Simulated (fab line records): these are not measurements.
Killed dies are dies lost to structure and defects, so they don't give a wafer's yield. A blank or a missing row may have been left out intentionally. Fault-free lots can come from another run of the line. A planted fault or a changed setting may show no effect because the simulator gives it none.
One fault seen from 2 desks -- flow rit_cmos -- each desk holds nothing but its own numbers, with what lay behind them at the end

AT THE TOOL OWNER'S DESK: rie_si-02
The tool's own readings at RIT_GATE_ETCH_19 (etches poly-Si in SF6/CHF3/O2, stops on SiO2, time 165 s, target depth 312.5 nm): means of the sampled wafers that have a number, for each lot that ran on this tool. The brackets show how far a lot's mean lies from the usual mean; more than 4 standard deviations puts the lot out of limits, marked OUT.
Columns: A = CHF3_flow_sccm at RIT_GATE_ETCH_19, usual 30.00 sccm; B = drypump_motor_current_A at RIT_GATE_ETCH_19, usual 5.9 A; C = oes_product_au at RIT_GATE_ETCH_19, usual 0.845 a.u.; D = run_length_s at RIT_GATE_ETCH_19, usual 193.1 s; E = throttle_valve_pct at RIT_GATE_ETCH_19, usual 10.37 %
lot,first seen here,A,B,C,D,E
L675,day 3 06:40,29.99,6.2,0.827,193.4,10.38
L677,day 3 11:01,30.01,6.1,0.851,193.0,10.33
L691,day 6 08:41,29.88,6.0,0.799,208.7 (+33) OUT,10.34
This desk's verdict: out of limits on L691, starting with L691 at day 6 08:41 (run_length_s at RIT_GATE_ETCH_19). L675, L677: within limits.

FROM THE METROLOGY DESK
What the gauges read for every lot (on any tool): the sampled wafers with a number, averaged. The brackets show how far a lot's mean lies from the usual mean; more than 4 standard deviations puts the lot out of limits, marked OUT.
Columns: A = GATE_OXIDE_THK at RIT_GATE_THK_MEAS_07, usual 3.01 nm; B = GATE_POLY_THK at RIT_GATE_THK_MEAS_09, usual 250.0 nm; C = cd_nm at RIT_GATE_CD_MEAS_16, usual 148.7 nm; D = GATE_OVL at RIT_GATE_OVL_MEAS_17, usual 0.2 nm
lot,first seen here,A,B,C,D
L675,day 2 20:02,3.04,250.3,143.5,-0.4
L677,day 3 06:40,2.93,252.5,151.2,0.2
L690,day 6 00:03,3.05,251.6,147.9,1.8
L691,day 6 05:47,3.03,251.4,151.8,0.0
L696,day 7 05:02,3.01,249.2,149.8,-0.2
This desk found nothing out of limits on any of the 5 lots.

TAKEN TOGETHER
An alarm could have come from the tool owner's desk at day 6 08:41, on L691.
The metrology desk saw nothing out of limits.
The metrology desk holds a record of L691, inside its limits.
The lots listed all ran RIT_GATE_ETCH_19 on rie_si-02.

WHAT HAD BEEN PUT IN BY THE SIMULATOR
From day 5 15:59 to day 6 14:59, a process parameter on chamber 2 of rie_si-02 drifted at RIT_GATE_ETCH_19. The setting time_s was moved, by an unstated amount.
Shown lots that were struck: L691.
Delay in hours, fault start to first out-of-limits reading, by desk: the tool owner's desk at 17.
